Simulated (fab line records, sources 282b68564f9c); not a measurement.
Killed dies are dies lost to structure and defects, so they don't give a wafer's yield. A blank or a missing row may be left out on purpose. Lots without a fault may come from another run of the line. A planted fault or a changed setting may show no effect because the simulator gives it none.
fab line records | flow rit_cmos
record lots=6 wafers=18 last_day=7
route steps=202 shown ACTIVE@11 FOX1@20 FOX2@23 NWELL@28 PWELL@39 WELLDRIVE@50 SILICIDE@161 M1@202
lots that met no fault: from a run of the same line without faults
start_h: hours from the record's first day to the start of the lot's first wafer shown | wait_h: hours since the lot's step before | " the same as in the row above | L1.1+2: a row that stands for several wafers | - no value, or no start given | * or withheld: withheld | < > ~ a bound
route shown NAME@n: a module of which the file shows steps, and the number in the route of the first | usual: mean/standard deviation of fault-free wafers | same: alike in all rows | chamber/n: place in a boat | sites: the reading at each site | _std_site: their standard deviation | _edge_site: outer sites' mean less inner sites' | radius_mm: how far each site lies from the wafer's centre | mask NAME#n: copy n | behind: the tool/chamber that last shaped the wafer | hold: why the lot was held/for how many hours/how that ended | device: the transistor (n, p or np) that didn't switch | end of line: the same wafers' tests at the end of the route | a step without rows: its recipe alone | killed: dies lost to structure and defects at the first sort, not the wafer's yield | map: a wafer's dies, x killed, . not, _ none there
set.NAME: the setting as run; set.NAME@STEP: as run at that earlier step | model.NAME: the simulator's own value behind a step, which no gauge read
lots at some steps of the route; a table a step, a row a wafer
services: from which hour (start_h, from the record's first day; less than 0 if before it) a tool's chamber was out of use, for how many hours, and why
## steps
# step RIT_ACTIVE_DEVELOP_10
# recipe resist=NOVOLAK develop_time_s=50 dev_temp_c=23
# step RIT_ACTIVE_CD_MEAS_11
# recipe target_cd_nm=1400
# usual cd_nm=1400.3/2
# columns lot.wafer tool chamber start_h wait_h cd_nm
L738.2 cd_sem-02 - 20.29 - 1401.0
L738.3 " - " " 1401.3
L738.4 " - " " 1402.3
L747.2 cd_sem-02 - 64.46 - 1401.2
L747.3 " - " " 1400.3
L747.5 " - " " 1400.4
L753.1 cd_sem-01 - 94.44 - 1396.4
L753.3 " - " " 1396.5
L753.6 " - " " 1395.8
L755.1 cd_sem-02 - 104.56 - 1398.6
L755.4 " - " " 1396.8
L755.5 " - " " 1400.0
L758.2 cd_sem-01 - 120.29 - 1399.2
L758.4 " - " " 1399.9
L758.6 " - " " 1401.0
L759.1 cd_sem-02 - 124.44 - 1398.5
L759.3 " - " " 1399.3
L759.5 " - " " 1398.2
# step RIT_ACTIVE_HARDBAKE_12
# recipe resist=NOVOLAK temp_c=140 time_s=60
# step RIT_ACTIVE_ETCH_13
# recipe stop_on=SiO2 chemistry=SF6 target=Si3N4 time_s=210 over_etch_frac=0.4 SF6_flow_sccm=200 pressure_mtorr=271.8 rf_w=125 target_depth_a=2100
# usual drypump_motor_current_A=5.8/0.41 oes_product_au=0.817/0.013 throttle_valve_pct=7.36/0.12
# columns lot.wafer tool chamber start_h wait_h drypump_motor_current_A oes_product_au rf_hours_counter_h throttle_valve_pct
L738.2 rie_diel-01 1 20.54 0.1 6.4 0.842 162 7.47
L738.3 " 2 " " 5.4 0.798 61 7.56
L738.4 " 0 " " 5.9 0.812 4 7.43
L747.2 rie_diel-04 0 64.71 0.1 6.0 0.807 105 7.28
L747.3 " 3 " " 5.0 0.818 89 7.21
L747.5 " 3 " " 5.0 0.812 - 7.20
L753.1 rie_diel-01 3 94.71 0.1 5.6 0.816 160 7.18
L753.3 " 2 " " 5.4 0.801 63 7.56
L753.6 " 0 " " 5.9 0.812 - 7.42
L755.1 rie_diel-04 3 104.83 0.1 5.0 0.811 90 7.21
L755.4 " 1 " " 6.2 0.829 3 7.41
L755.5 " 3 " " 5.1 0.821 - 7.20
L758.2 rie_diel-04 2 120.54 0.1 5.3 0.823 103 7.45
L758.4 " 3 " " 5.0 0.804 90 7.22
L758.6 " 2 " " 5.3 0.834 - 7.45
L759.1 rie_diel-01 0 124.71 0.1 6.0 0.817 6 7.43
L759.3 " 2 " " 5.4 0.796 64 7.55
L759.5 " 0 " " 6.0 0.815 - 7.42
# step RIT_ACTIVE_STRIP_14
# recipe chemistry=O2 time_s=180 resist=NOVOLAK platen_temp_c=withheld power_w=500 pressure_mtorr=4000 o2_flow_sccm=4000
# usual drypump_motor_current_A=5.6/0.56 o2_flow_sccm=3999/12
# columns lot.wafer tool chamber start_h wait_h drypump_motor_current_A o2_flow_sccm rf_hours_counter_h
L738.2 plasma_asher-03 1 20.68 0.1 6.1 4008 38
L738.3 " 1 " " 6.1 4017 -
L738.4 " 0 " " 4.7 4007 -
L747.2 plasma_asher-03 1 64.84 0.1 6.1 3997 43
L747.3 " 0 " " 4.8 4008 -
L747.5 " 1 " " 6.1 4016 -
L753.1 plasma_asher-04 1 94.84 0.1 6.2 3995 27
L753.3 " 1 " " 6.2 4007 -
L753.6 " 1 " " 6.2 3996 -
L755.1 plasma_asher-03 0 104.97 0.1 4.7 4010 48
L755.4 " 0 " " 4.7 4012 -
L755.5 " 1 " " 6.1 3977 -
L758.2 plasma_asher-01 0 120.68 0.1 5.7 4018 0
L758.4 " 1 " " 5.7 3983 -
L758.6 " 0 " " 5.7 4006 -
L759.1 plasma_asher-03 0 124.84 0.1 4.8 3998 50
L759.3 " 1 " " 6.1 3992 -
L759.5 " 0 " " 4.7 3993 -
# step RIT_ACTIVE_CD_MEAS_90
# recipe target_cd_nm=1400
# usual cd_nm=1400.2/2.1
# columns lot.wafer tool chamber start_h wait_h cd_nm
L738.2 cd_sem-01 - 20.87 0.1 1401.0
L738.3 " - " " 1401.2
L738.4 " - " " 1402.4
L747.2 cd_sem-01 - 65.04 0.1 1401.2
L747.3 " - " " 1400.1
L747.5 " - " " 1400.2
L753.1 cd_sem-02 - 95.02 0.1 1396.2
L753.3 " - " " 1396.2
L753.6 " - " " 1395.9
L755.1 cd_sem-02 - 105.14 0.1 1398.0
L755.4 " - " " 1396.3
L755.5 " - " " 1399.8
L758.2 cd_sem-02 - 120.87 0.1 1399.8
L758.4 " - " " 1399.6
L758.6 " - " " 1401.1
L759.1 cd_sem-02 - 125.02 0.1 1398.4
L759.3 " - " " 1399.3
L759.5 " - " " 1398.6
# step RIT_ACTIVE_CLEAN_15
# recipe chemistry=SC1 mix=3:3:50 time_s=600 temp_c=75
# step RIT_ACTIVE_CLEAN_16
# recipe chemistry=dHF dilution=50:1 time_s=30
# step RIT_ACTIVE_CLEAN_17
# recipe chemistry=SC2 mix=3:3:50 time_s=600 temp_c=75 dry=n2_spin
# step RIT_FOX1_OXIDATION_00
# recipe temp_c=1100 ambient=H2O target_thk_a=3507 p_h2o_torr=720 ox_time_s=1130
# step RIT_FOX1_THK_MEAS_01
# recipe reads=SiO2_of_FOX1_OXIDATION_00
# usual FOX1_OXIDE_THK=348/6.9
# columns lot.wafer tool chamber start_h wait_h FOX1_OXIDE_THK[nm]
L738.2 film_metro-04 - 22.66 0.0 349
L738.3 " - " " 347
L738.4 " - " " 347
L747.2 film_metro-04 - 66.83 0.0 338
L747.3 " - " " 341
L747.5 " - " " 335
L753.1 film_metro-01 - 96.85 0.0 352
L753.3 " - " " 351
L753.6 " - " " 357
L755.1 film_metro-02 - 107.40 0.0 352
L755.4 " - " " 347
L755.5 " - " " 360
L758.2 film_metro-04 - 122.66 0.0 351
L758.4 " - " " 350
L758.6 " - " " 347
L759.1 film_metro-02 - 126.82 0.0 355
L759.3 " - " " 354
L759.5 " - " " 350
# step RIT_FOX1_WET_ETCH_02
# recipe chemistry=BOE target_depth_nm=350 time_s=390 temp_c=21.5 dry=n2_spin dilution=10:1 target=SiO2
# step RIT_FOX2_OXIDATION_00
# recipe temp_c=1100 ambient=H2O target_thk_a=3507 p_h2o_torr=720 ox_time_s=1181
# usual spike_tc_centre_C=1103.5/1.6 spike_tc_load_C=1123.9/2.1 spike_tc_source_C=1123.5/1.9 tube_center_temp_C=1100/0.091 tube_center_temp_C_max=1102.8/0.47 zone_power_load_pct=46/5.8
# columns lot.wafer tool chamber start_h wait_h spike_tc_centre_C spike_tc_load_C spike_tc_source_C tube_center_temp_C tube_center_temp_C_max zone_power_load_pct model.SiO2_of_FOX2_OXIDATION_00.thk_nm
L738.2 furnace-02 0 22.83 0.0 1100.3 1126.3 1124.4 1100 1102.7 46 365.5
L738.3 " 0 " " 1101.1 1125.9 1124.0 1100.1 1104.0 45 359.3
L738.4 " 0 " " 1102.4 1128.0 1122.6 1100 1102.3 46 360.7
L747.2 furnace-04 0 67.05 0.0 1103.7 1122.7 1121.5 1100.2 1102.4 38 356.8
L747.3 " 0 " " 1104.5 1121.6 1121.0 1100 1103.0 38 355.2
L747.5 " 0 " " 1105.0 1121.7 1122.8 1100.1 1102.7 38 360.5
L753.1 furnace-04 0 97.03 0.0 1063.3 1083.3 1079.9 1059.9 1062.7 35 284.4
L753.3 " 0 " " 1063.1 1080.7 1080.7 1060.1 1063.4 35 286.9
L753.6 " 0 " " 1064.5 1083.7 1079.5 1059.9 1063.3 35 290.4
L755.1 furnace-04 0 107.57 0.0 1065.0 1083.3 1080.0 1060 1062.7 35 287.7
L755.4 " 0 " " 1064.5 1082.9 1079.7 1060 1062.8 35 286.7
L755.5 " 0 " " 1064.3 1080.4 1080.4 1060.1 1062.5 35 293.1
L758.2 furnace-02 0 122.83 0.0 1102.3 1127.7 1124.1 1100.1 1103.4 46 363.9
L758.4 " 0 " " 1102.7 1124.5 1123.0 1100 1102.3 46 367.6
L758.6 " 0 " " 1101.7 1127.7 1124.3 1100 1102.6 46 367.8
L759.1 furnace-02 0 127.00 0.0 1102.0 1126.4 1124.1 1100.1 1103.1 45 361
L759.3 " 0 " " 1103.1 1126.3 1125.5 1100.1 1103.5 46 364.3
L759.5 " 0 " " 1101.1 1125.4 1124.3 1099.9 1102.8 47 372.2
# step RIT_FOX2_THK_MEAS_01
# recipe reads=SiO2_of_FOX2_OXIDATION_00
# usual FOX2_OXIDE_THK=359/8.3
# columns lot.wafer tool chamber start_h wait_h FOX2_OXIDE_THK[nm]
L738.2 film_metro-03 - 24.15 0.0 366
L738.3 " - " " 359
L738.4 " - " " 361
L747.2 film_metro-04 - 68.38 0.0 357
L747.3 " - " " 355
L747.5 " - " " 361
L753.1 film_metro-04 - 98.35 0.0 284
L753.3 " - " " 287
L753.6 " - " " 290
L755.1 film_metro-01 - 108.89 0.0 288
L755.4 " - " " 287
L755.5 " - " " 293
L758.2 film_metro-04 - 124.15 0.0 364
L758.4 " - " " 368
L758.6 " - " " 368
L759.1 film_metro-04 - 128.31 0.0 361
L759.3 " - " " 364
L759.5 " - " " 372
# step RIT_FOX2_CLEAN_02
# recipe chemistry=dHF dilution=50:1 time_s=180
# step RIT_FOX2_WET_ETCH_03
# recipe chemistry=H3PO4 target=Si3N4 target_depth_nm=195 temp_c=165 time_s=2700
# step RIT_FOX2_THK_MEAS_90
# recipe reads=SiO2_of_FOX2_OXIDATION_00
# usual FIELD_OXIDE_LEFT_1_THK=332/8.3
# columns lot.wafer tool chamber start_h wait_h FIELD_OXIDE_LEFT_1_THK[nm]
L738.2 film_metro-03 - 25.08 0.1 338
L738.3 " - " " 332
L738.4 " - " " 333
L747.2 film_metro-04 - 69.26 0.0 329
L747.3 " - " " 327
L747.5 " - " " 332
L753.1 film_metro-03 - 99.29 0.0 257
L753.3 " - " " 260
L753.6 " - " " 263
L755.1 film_metro-03 - 109.76 0.0 260
L755.4 " - " " 259
L755.5 " - " " 266
L758.2 film_metro-04 - 125.03 0.0 337
L758.4 " - " " 340
L758.6 " - " " 341
L759.1 film_metro-04 - 129.19 0.0 333
L759.3 " - " " 337
L759.5 " - " " 344
# step RIT_NWELL_HMDS_00
# recipe prime_time_s=60 prime_temp_c=140
# step RIT_NWELL_COAT_01
# recipe resist=NOVOLAK spin_rpm=2000 resist_thk_nm=1300
# step RIT_NWELL_SOFTBAKE_02
# recipe resist=NOVOLAK temp_c=90 time_s=60
# step RIT_NWELL_EXPOSE_03
# recipe mask_id=M2 na=0.57 target_cd_nm=43900 dose_mj=250
# step RIT_NWELL_PEB_04
# recipe resist=NOVOLAK temp_c=withheld time_s=withheld
# step RIT_NWELL_DEVELOP_05
# recipe resist=NOVOLAK develop_time_s=68 dev_temp_c=23
# step RIT_NWELL_OVL_MEAS_06
# usual NWELL_OVL=-0.5/1.3
# columns lot.wafer tool chamber start_h wait_h NWELL_OVL[nm]
L738.2 overlay-01 - 26.22 - 0.4
L738.3 " - " " 0.7
L738.4 " - " " 1.6
L747.2 overlay-01 - 70.20 - 0.3
L747.3 " - " " -0.1
L747.5 " - " " 0.5
L753.1 overlay-01 - 100.23 - 0.7
L753.3 " - " " 0.8
L753.6 " - " " 1.4
L755.1 overlay-02 - 110.84 - -0.1
L755.4 " - " " 0.1
L755.5 " - " " -0.1
L758.2 overlay-01 - 125.97 - -0.6
L758.4 " - " " -0.9
L758.6 " - " " -1.7
L759.1 overlay-01 - 130.25 - -2.0
L759.3 " - " " -0.7
L759.5 " - " " -2.0
# step RIT_NWELL_HARDBAKE_07
# recipe resist=NOVOLAK temp_c=140 time_s=120
# step RIT_NWELL_IMPLANT_08
# recipe species=P energy_kev=170 dose_cm2=5e+13 tilt_deg=7
# step RIT_NWELL_STRIP_09
# recipe chemistry=O2 time_s=180 resist=NOVOLAK platen_temp_c=withheld power_w=500 pressure_mtorr=4000 o2_flow_sccm=4000
# usual drypump_motor_current_A=5.6/0.45 o2_flow_sccm=3997/13
# columns lot.wafer tool chamber start_h wait_h drypump_motor_current_A o2_flow_sccm rf_hours_counter_h
L738.2 plasma_asher-02 1 26.65 0.1 5.8 4002 38
L738.3 " 0 " " 5.5 4011 -
L738.4 " 1 " " 5.8 4008 -
L747.2 plasma_asher-03 1 70.63 0.1 6.1 3989 44
L747.3 " 0 " " 4.7 3994 -
L747.5 " 0 " " 4.8 3996 -
L753.1 plasma_asher-03 0 100.67 0.1 4.7 3978 47
L753.3 " 0 " " 4.7 3987 -
L753.6 " 1 " " 6.1 3994 -
L755.1 plasma_asher-03 1 111.28 0.1 6.1 3991 48
L755.4 " 1 " " 6.1 4021 -
L755.5 " 0 " " 4.7 4011 -
L758.2 plasma_asher-01 1 126.40 0.1 5.7 3984 1
L758.4 " 1 " " 5.6 3972 -
L758.6 " 1 " " 5.7 4000 -
L759.1 plasma_asher-01 0 130.69 0.1 5.7 3986 1
L759.3 " 1 " " 5.7 4005 -
L759.5 " 0 " " 5.7 3986 -
# step RIT_NWELL_TW_MEAS_10
# usual NWELL_TW=2150/9.8
# columns lot.wafer tool chamber start_h wait_h NWELL_TW
L738.2 film_metro-04 - 26.84 0.1 2148
L738.3 " - " " 2138
L738.4 " - " " 2133
L747.2 film_metro-04 - 70.81 0.1 2158
L747.3 " - " " 2158
L747.5 " - " " 2153
L753.1 film_metro-02 - 100.84 0.1 2162
L753.3 " - " " 2172
L753.6 " - " " 2167
L755.1 film_metro-03 - 111.45 0.1 2152
L755.4 " - " " 2164
L755.5 " - " " 2142
L758.2 film_metro-04 - 126.58 0.1 2157
L758.4 " - " " 2149
L758.6 " - " " 2147
L759.1 film_metro-02 - 130.86 0.1 2146
L759.3 " - " " 2155
L759.5 " - " " 2150
# step RIT_PWELL_HMDS_00
# recipe prime_time_s=60 prime_temp_c=140
# step RIT_PWELL_COAT_01
# recipe resist=NOVOLAK spin_rpm=2000 resist_thk_nm=1308
# step RIT_PWELL_SOFTBAKE_02
# recipe resist=NOVOLAK temp_c=90 time_s=60
# step RIT_PWELL_EXPOSE_03
# recipe mask_id=M3 na=0.57 target_cd_nm=43700 dose_mj=250
# step RIT_PWELL_PEB_04
# recipe resist=NOVOLAK temp_c=withheld time_s=withheld
# step RIT_PWELL_DEVELOP_05
# recipe resist=NOVOLAK develop_time_s=68 dev_temp_c=23
# step RIT_PWELL_OVL_MEAS_06
# usual PWELL_OVL=0.1/1.6
# columns lot.wafer tool chamber start_h wait_h PWELL_OVL[nm]
L738.2 overlay-02 - 27.77 - -2.5
L738.3 " - " " -2.0
L738.4 " - " " -2.2
L747.2 overlay-01 - 71.75 - -2.0
L747.3 " - " " -0.2
L747.5 " - " " -1.4
L753.1 overlay-01 - 102.01 - 1.1
L753.3 " - " " 1.0
L753.6 " - " " 2.1
L755.1 overlay-02 - 112.52 - -2.8
L755.4 " - " " -1.7
L755.5 " - " " -1.0
L758.2 overlay-02 - 127.64 - 0.1
L758.4 " - " " -0.4
L758.6 " - " " -0.2
L759.1 overlay-02 - 131.80 - -1.4
L759.3 " - " " 0.8
L759.5 " - " " -0.8
# step RIT_PWELL_HARDBAKE_07
# recipe resist=NOVOLAK temp_c=140 time_s=120
# step RIT_PWELL_IMPLANT_08
# recipe species=B energy_kev=170 dose_cm2=7e+13 tilt_deg=7
# step RIT_PWELL_STRIP_09
# recipe chemistry=O2 time_s=180 resist=NOVOLAK platen_temp_c=withheld power_w=500 pressure_mtorr=4000 o2_flow_sccm=4000
# usual drypump_motor_current_A=5.6/0.57 o2_flow_sccm=4001/11
# columns lot.wafer tool chamber start_h wait_h drypump_motor_current_A o2_flow_sccm rf_hours_counter_h
L738.2 plasma_asher-03 1 28.20 0.1 6.1 3977 40
L738.3 " 0 " " 4.7 3991 -
L738.4 " 1 " " 6.1 3970 -
L747.2 plasma_asher-03 1 72.18 0.1 6.1 4001 44
L747.3 " 1 " " 6.1 3979 -
L747.5 " 1 " " 6.1 3981 -
L753.1 plasma_asher-02 1 102.45 0.1 5.9 4010 47
L753.3 " 1 " " 5.9 4005 -
L753.6 " 0 " " 5.5 4016 -
L755.1 plasma_asher-04 0 112.95 0.1 5.5 4001 30
L755.4 " 0 " " 5.5 3992 -
L755.5 " 0 " " 5.5 4003 -
L758.2 plasma_asher-03 0 128.07 0.1 4.7 3992 50
L758.4 " 1 " " 6.1 4006 -
L758.6 " 1 " " 6.1 4010 -
L759.1 plasma_asher-03 1 132.24 0.1 6.1 4016 51
L759.3 " 0 " " 4.8 4027 -
L759.5 " 0 " " 4.7 4008 -
# step RIT_PWELL_TW_MEAS_10
# usual PWELL_TW=955/4.5
# columns lot.wafer tool chamber start_h wait_h PWELL_TW
L738.2 film_metro-04 - 28.39 0.1 966
L738.3 " - " " 959
L738.4 " - " " 956
L747.2 film_metro-02 - 72.36 0.1 965
L747.3 " - " " 959
L747.5 " - " " 959
L753.1 film_metro-02 - 102.62 0.1 962
L753.3 " - " " 964
L753.6 " - " " 960
L755.1 film_metro-04 - 113.13 0.1 955
L755.4 " - " " 955
L755.5 " - " " 959
L758.2 film_metro-03 - 128.26 0.1 955
L758.4 " - " " 953
L758.6 " - " " 949
L759.1 film_metro-04 - 132.41 0.1 957
L759.3 " - " " 956
L759.5 " - " " 958
# step RIT_WELLDRIVE_ANNEAL_00
# recipe temp_c=1100 time_s=14700 ambient=N2
# step RIT_WELLDRIVE_RS_MEAS_01
# recipe thk_meas_gauge=four-point-probe
# usual NWELL_RS=275.8/0.91
# columns lot.wafer tool chamber start_h wait_h NWELL_RS[ohm/sq]
L738.2 film_metro-04 - 33.54 0.0 276.3
L738.3 " - " " 277.2
L738.4 " - " " 277.7
L747.2 film_metro-02 - 77.51 0.0 276.3
L747.3 " - " " 276.4
L747.5 " - " " 276.6
L753.1 film_metro-04 - 108.62 0.0 274.2
L753.3 " - " " 274.5
L753.6 " - " " 274.7
L755.1 film_metro-03 - 118.52 0.0 274.7
L755.4 " - " " 274.1
L755.5 " - " " 275.8
L758.2 film_metro-02 - 133.41 0.0 276.0
L758.4 " - " " 277.1
L758.6 " - " " 276.0
L759.1 film_metro-02 - 137.56 0.0 276.3
L759.3 " - " " 276.8
L759.5 " - " " 276.8
# step RIT_WELLDRIVE_RS_MEAS_02
# recipe thk_meas_gauge=four-point-probe
# usual PWELL_RS=429.5/1.4
# columns lot.wafer tool chamber start_h wait_h PWELL_RS[ohm/sq]
L738.2 film_metro-04 - 33.66 0.1 428.3
L738.3 " - " " 429.5
L738.4 " - " " 427.5
L747.2 film_metro-02 - 77.63 0.1 431.5
L747.3 " - " " 430.7
L747.5 " - " " 429.0
L753.1 film_metro-04 - 108.74 0.1 427.1
L753.3 " - " " 426.2
L753.6 " - " " 426.2
L755.1 film_metro-03 - 118.64 0.1 429.3
L755.4 " - " " 429.4
L755.5 " - " " 429.1
L758.2 film_metro-02 - 133.53 0.1 433.3
L758.4 " - " " 431.6
L758.6 " - " " 432.8
L759.1 film_metro-02 - 137.68 0.1 431.2
L759.3 " - " " 431.8
L759.5 " - " " 430.8
# step RIT_FOX2_THK_MEAS_91
# recipe reads=SiO2_of_FOX2_OXIDATION_00
# usual FIELD_OXIDE_LEFT_2_THK=263/8.4
# columns lot.wafer tool chamber start_h wait_h FIELD_OXIDE_LEFT_2_THK[nm]
L738.2 film_metro-03 - 37.41 0.0 269
L738.3 " - " " 263
L738.4 " - " " 264
L747.2 film_metro-04 - 81.55 0.0 262
L747.3 " - " " 260
L747.5 " - " " 265
L753.1 film_metro-04 - 112.63 0.0 191
L753.3 " - " " 193
L753.6 " - " " 196
L755.1 film_metro-04 - 122.35 0.0 192
L755.4 " - " " 190
L755.5 " - " " 197
L758.2 film_metro-01 - 137.41 0.0 268
L758.4 " - " " 271
L758.6 " - " " 271
L759.1 film_metro-01 - 141.56 0.0 265
L759.3 " - " " 268
L759.5 " - " " 276
# step RIT_SILICIDE_WET_ETCH_00
# recipe chemistry=BOE target=SiO2 target_depth_nm=14 time_s=15 dry=n2_spin dilution=10:1 temp_c=21.5
# columns lot.wafer tool chamber start_h wait_h model.SiO2_of_FOX2_OXIDATION_00.thk_nm
L738.2 wet_bench-02 2 54.88 0.1 164
L738.3 " 2 " " 157.6
L738.4 " 2 " " 160.6
L747.2 wet_bench-04 0 100.54 0.1 155.5
L747.3 " 0 " " 153.7
L747.5 " 0 " " 159.1
L753.1 wet_bench-03 0 130.35 0.1 85.32
L753.3 " 0 " " 86.92
L753.6 " 0 " " 90.93
L755.1 wet_bench-02 2 140.15 0.1 87.81
L755.4 " 2 " " 84.92
L755.5 " 2 " " 92.5
L758.2 wet_bench-02 3 154.71 0.1 162.5
L758.4 " 3 " " 165.2
L758.6 " 3 " " 166.2
L759.1 wet_bench-04 1 159.58 0.1 160.8
L759.3 " 1 " " 163.3
L759.5 " 1 " " 172.9
# step RIT_M1_PROBE_99
# usual killed_at_contacts=0.0/0.22 killed_at_front_end=6.5/3 killed_dies=6.6/3 killed_open=3.4/2.2 killed_short=3.3/1.7
# same gross_dies=264 killed_at_M0_to_M3=0 killed_at_M4_up=0 killed_at_back_side=0 killed_at_other=0
# columns lot.wafer tool chamber start_h wait_h killed_at_contacts killed_at_front_end killed_dies killed_open killed_short model.etest.pldd.width_nm model.etest.nldd.width_nm model.etest.nplus_sal.width_nm model.etest.pplus_sal.width_nm model.etest.pwell.rs_ohm_sq model.etest.field_n.vt_v model.etest.field_p_metal.vt_v model.etest.poly_comb_over_steps.leak_log10_a_um
L738.2 prober-02 - 62.04 0.1 0 5 5 3 2 3200 3192 3438 3431 416.3 36.73 -28.9 -12.98
L738.3 prober-02 - 62.09 0.2 0 4 4 1 3 3231 3207 3466 3483 419.4 35.82 -29.12 -12.68
L738.4 prober-02 - 62.14 0.2 0 7 7 3 4 3215 3216 3438 3432 416.6 36.11 -29.77 -12.71
L747.2 prober-01 - 107.42 0.1 0 4 4 2 2 3208 3199 3470 3476 425.5 35.48 -29.36 -12.74
L747.3 prober-01 - 107.47 0.2 0 4 4 3 1 3212 3215 3482 3474 420.3 35.24 -29.24 -12.76
L747.5 prober-01 - 107.57 0.2 0 7 7 3 4 3218 3212 3483 3483 417.9 36.13 -29.09 -12.78
L753.1 prober-01 - 138.36 0.1 0 9 9 7 2 3254 3271 3520 3518 403.5 26.05 -38.37 -11.81
L753.3 prober-01 - 138.46 0.2 0 6 6 2 4 3283 3284 3537 3532 402.6 26.35 -37.99 -10.16
L753.6 prober-01 - 138.61 0.2 0 1 1 0 1 3261 3255 3507 3508 406 26.79 -37.75 -10.83
L755.1 prober-01 - 147.18 0.1 0 6 6 4 2 3276 3273 3513 3484 400.9 26.26 -35.61 -10.46
L755.4 prober-01 - 147.33 0.2 0 6 6 3 3 3284 3284 3522 3534 405.7 26.14 -35.59 -9.457
L755.5 prober-01 - 147.38 0.2 0 6 6 3 3 3272 3261 3509 3500 406.4 26.89 -35.34 -9.574
L758.2 prober-02 - 162.90 0.1 0 9 9 4 5 3211 3234 3453 3477 417.8 35.99 -28.64 -12.81
L758.4 prober-02 - 163.00 0.2 0 9 9 5 4 3213 3218 3470 3468 417.5 36.61 -28.48 -12.84
L758.6 prober-02 - 163.10 0.2 1 4 5 2 3 3217 3218 3463 3472 419.1 36.54 -28.71 -12.85
L759.1 prober-01 - 168.78 0.1 0 11 11 6 5 3229 3214 3463 3429 418.1 35.86 -29.31 -11.77
L759.3 prober-01 - 168.88 0.2 0 3 3 1 2 3217 3235 3444 3463 419.3 36.29 -29.63 -12.79
L759.5 prober-01 - 168.98 0.2 0 7 7 3 4 3205 3202 3423 3413 422.2 37.44 -29.77 -12.83
# killed by level:class
L738.2 GATE:geometric_particle:open=2 FOX2:geometric_particle:short=1 GATE:geometric_particle:short=1 REOX:geometric_particle:open=1
L738.3 FOX1:geometric_particle:short=1 GATE:geometric_particle:short=1 SPACER:geometric_particle:short=1 SPACER:geometric_particle:open=1
L738.4 FOX1:geometric_particle:open=3 FOX1:geometric_particle:short=2 REOX:geometric_particle:short=1 SPACER:geometric_particle:short=1
L747.2 GATE:geometric_particle:open=1 GATE:geometric_particle:short=1 REOX:geometric_particle:short=1 SPACER:geometric_particle:open=1
L747.3 GATE:geometric_particle:open=1 REOX:geometric_particle:open=1 SPACER:geometric_particle:open=1 SILICIDE:geometric_particle:short=1
L747.5 FOX1:geometric_particle:open=2 GATE:geometric_particle:short=2 FOX1:geometric_particle:short=1 REOX:geometric_particle:short=1 SPACER:geometric_particle:open=1
L753.1 GATE:geometric_particle:open=3 REOX:geometric_particle:short=2 SILICIDE:geometric_particle:open=2 FOX1:geometric_particle:open=1 REOX:geometric_particle:open=1
L753.3 GATE:geometric_particle:open=2 REOX:geometric_particle:short=2 FOX1:geometric_particle:short=1 SPACER:geometric_particle:short=1
L753.6 SILICIDE:geometric_particle:short=1
L755.1 FOX1:geometric_particle:open=1 GATE:geometric_particle:open=1 REOX:geometric_particle:open=1 SPACER:geometric_particle:open=1 SPACER:geometric_particle:short=1 SILICIDE:geometric_particle:short=1
L755.4 GATE:geometric_particle:short=2 REOX:geometric_particle:open=2 SPACER:geometric_particle:short=1 SILICIDE:geometric_particle:open=1
L755.5 GATE:geometric_particle:short=2 FOX1:geometric_particle:open=1 FOX1:geometric_particle:short=1 GATE:geometric_particle:open=1 SPACER:geometric_particle:open=1
L758.2 FOX1:geometric_particle:short=2 GATE:geometric_particle:short=2 FOX1:geometric_particle:open=1 GATE:geometric_particle:open=1 REOX:geometric_particle:open=1 SPACER:geometric_particle:short=1 SPACER:geometric_particle:open=1
L758.4 GATE:geometric_particle:short=4 FOX1:geometric_particle:open=2 FOX2:geometric_particle:open=2 REOX:geometric_particle:open=1
L758.6 FOX2:geometric_particle:open=1 SPACER:geometric_particle:short=1 SILICIDE:geometric_particle:open=1 SILICIDE:geometric_particle:short=1 CONTACT:geometric_particle:short=1
L759.1 GATE:geometric_particle:short=3 GATE:geometric_particle:open=3 FOX1:geometric_particle:open=2 SILICIDE:geometric_particle:short=2 REOX:geometric_particle:open=1
L759.3 GATE:geometric_particle:short=1 SPACER:geometric_particle:short=1 SPACER:geometric_particle:open=1
L759.5 GATE:geometric_particle:short=3 GATE:geometric_particle:open=3 FOX1:geometric_particle:short=1
## services
# columns tool chamber start_h hours kind
plasma_asher-04 - -2.32 0.6 repair
furnace-02 - 2.89 1.2 repair
rie_diel-04 3 16.98 12.8 repair
rie_diel-04 0 20.65 7.6 repair
rie_diel-01 - 27.14 0.1 repair
furnace-02 - 30.56 3.4 pm
wet_bench-03 - 30.80 1.8 repair
plasma_asher-03 - 36.07 1.1 repair
wet_bench-04 - 48.87 31.6 repair
rie_diel-01 0 59.10 5.6 repair
rie_diel-01 - 76.79 0.7 repair
furnace-02 - 80.42 4.3 repair
rie_diel-01 1 80.48 - clean
rie_diel-01 1 80.48 23.1 scheduled_down
rie_diel-01 1 80.48 23.1 vent_cycle
furnace-02 - 84.71 2.9 pm
rie_diel-01 3 103.58 - clean
rie_diel-01 3 103.58 15.2 scheduled_down
rie_diel-01 3 103.58 15.2 vent_cycle
plasma_asher-01 - 108.75 9.0 pm
plasma_asher-01 0 108.75 9.0 vent_cycle
plasma_asher-01 1 108.75 9.0 vent_cycle
wet_bench-03 - 142.90 4.4 pm
wet_bench-02 - 158.71 0.9 repair
## key
first_sign step=RIT_FOX2_OXIDATION_00 reading=tube_center_temp_C direction=down sigmas=99+ usual=* struck=*
effect step=RIT_FOX2_OXIDATION_00 reading=tube_center_temp_C_max direction=down sigmas=86 usual=* struck=*
effect step=RIT_FOX2_THK_MEAS_01 reading=FOX2_OXIDE_THK direction=down sigmas=8.6 usual=359 struck=288
effect step=RIT_FOX2_THK_MEAS_90 reading=FIELD_OXIDE_LEFT_1_THK direction=down sigmas=8.5 usual=332 struck=261
effect step=RIT_FOX2_THK_MEAS_91 reading=FIELD_OXIDE_LEFT_2_THK direction=down sigmas=8.3 usual=263 struck=193
model_effect step=RIT_FOX2_OXIDATION_00 value=SiO2_of_FOX2_OXIDATION_00.thk_nm without=360 struck=288.2
model_effect step=RIT_SILICIDE_WET_ETCH_00 value=SiO2_of_FOX2_OXIDATION_00.thk_nm without=159.9 struck=88.07
model_effect step=RIT_M1_PROBE_99 value=etest.pldd.width_nm without=3212 struck=3272
met_at RIT_FOX2_OXIDATION_00
struck_wafers L753.1,L753.3,L753.6,L755.1,L755.4,L755.5
tester_left_out L753,L755
onset_between 67.05 97.03
fault kind=process_parameter_drift tool=furnace-04 chamber=- onset_h=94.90 steps=RIT_FOX2_OXIDATION_00 channel=temp_c offset=* shape=step end_h=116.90 acts_in=* stated=*
# tester_left_out: of these lots the tester's yield and bins aren't shown, on N5 and GAA mostly nor the transistor test; their killed dies are dies lost to structure and defects alone, not to doping, threshold or leakage, so they don't give the yield
